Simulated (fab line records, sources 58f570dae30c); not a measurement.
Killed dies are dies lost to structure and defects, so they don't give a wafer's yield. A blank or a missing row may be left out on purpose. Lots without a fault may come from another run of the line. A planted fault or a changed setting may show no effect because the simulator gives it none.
Chamber matching | flow berkeley_cmos170 | UCB170_V1_ETCH_14 on rie_diel-02: 4 sister chambers
The step etches SiO2 in CHF3/CF4/Ar, stops on Al, target depth 1250 nm, time 291 s. 14 wafers are shown with their chamber, then 7 later ones without.

WAFERS WITH THEIR CHAMBER
wafer  | chamber | drypump_motor_current_A (A) | oes_product_au (a.u.) | throttle_valve_pct (%)
L160.1 | 0       | 5.6                         | 0.854                 | 6.93
L160.2 | 2       | 6.0                         | 0.871                 | 6.96
L160.3 | 1       | 6.2                         | 0.892                 | 6.99
L162.2 | 3       | 5.5                         | 0.871                 | 6.93
L162.3 | 2       | 6.0                         | 0.874                 | 6.97
L162.4 | 1       | 6.1                         | 0.885                 | 6.98
L163.1 | 2       | 6.0                         | 0.877                 | 6.98
L163.2 | 3       | 5.5                         | 0.872                 | 6.96
L163.4 | 0       | 5.6                         | 0.853                 | 6.92
L174.2 | 2       | 6.0                         | 0.872                 | 6.99
L174.3 | 3       | 5.5                         | 0.871                 | 6.94
L174.4 | 0       | 5.6                         | 0.860                 | 6.93
L175.1 | 2       | 6.0                         | 0.880                 | 6.99
L175.2 | 3       | 5.5                         | 0.866                 | 6.95

SIGNATURES (means of the wafers above)
reading                 | chamber 0 | chamber 1 | chamber 2 | chamber 3 | scatter within a chamber
drypump_motor_current_A | 5.600     | 6.150     | 6.000     | 5.500     | 0.0224
oes_product_au          | 0.85567   | 0.88850   | 0.87480   | 0.87000   | 0.00361
throttle_valve_pct      | 6.9267    | 6.9850    | 6.9780    | 6.9450    | 0.0114
Rule: a wafer's distance from a chamber is the root of the sum, over the readings, of the square of ((its reading less the chamber's mean) divided by the reading's scatter). The wafer belongs to the nearest chamber; if the next one is less than 2 further off, it can't be placed. The scatter: the root of (the sum of the squares of (reading less its chamber's mean) over the shown wafers, divided by (wafers less chambers)).

WAFERS WITHOUT THEIR CHAMBER
wafer  | drypump_motor_current_A (A) | oes_product_au (a.u.) | throttle_valve_pct (%)
L175.5 | 6.0                         | 0.879                 | 6.98
L176.1 | 5.5                         | 0.867                 | 6.95
L176.2 | 5.6                         | 0.866                 | 6.92
L176.6 | 5.6                         | 0.862                 | 6.93
L181.1 | 5.6                         | 0.857                 | 6.92
L181.4 | 6.0                         | 0.877                 | 6.97
L181.5 | 6.0                         | 0.875                 | 6.96

WHICH CHAMBER EACH WENT THROUGH
wafer  | from the rows above | in truth
L175.5 | 2                   | 2
L176.1 | 3                   | 3
L176.2 | 0                   | 0
L176.6 | 0                   | 0
L181.1 | 0                   | 0
L181.4 | 2                   | 2
L181.5 | 2                   | 2
Placed correctly: 7 of 7. Can't be placed from these rows: 0. Placed wrongly: 0.
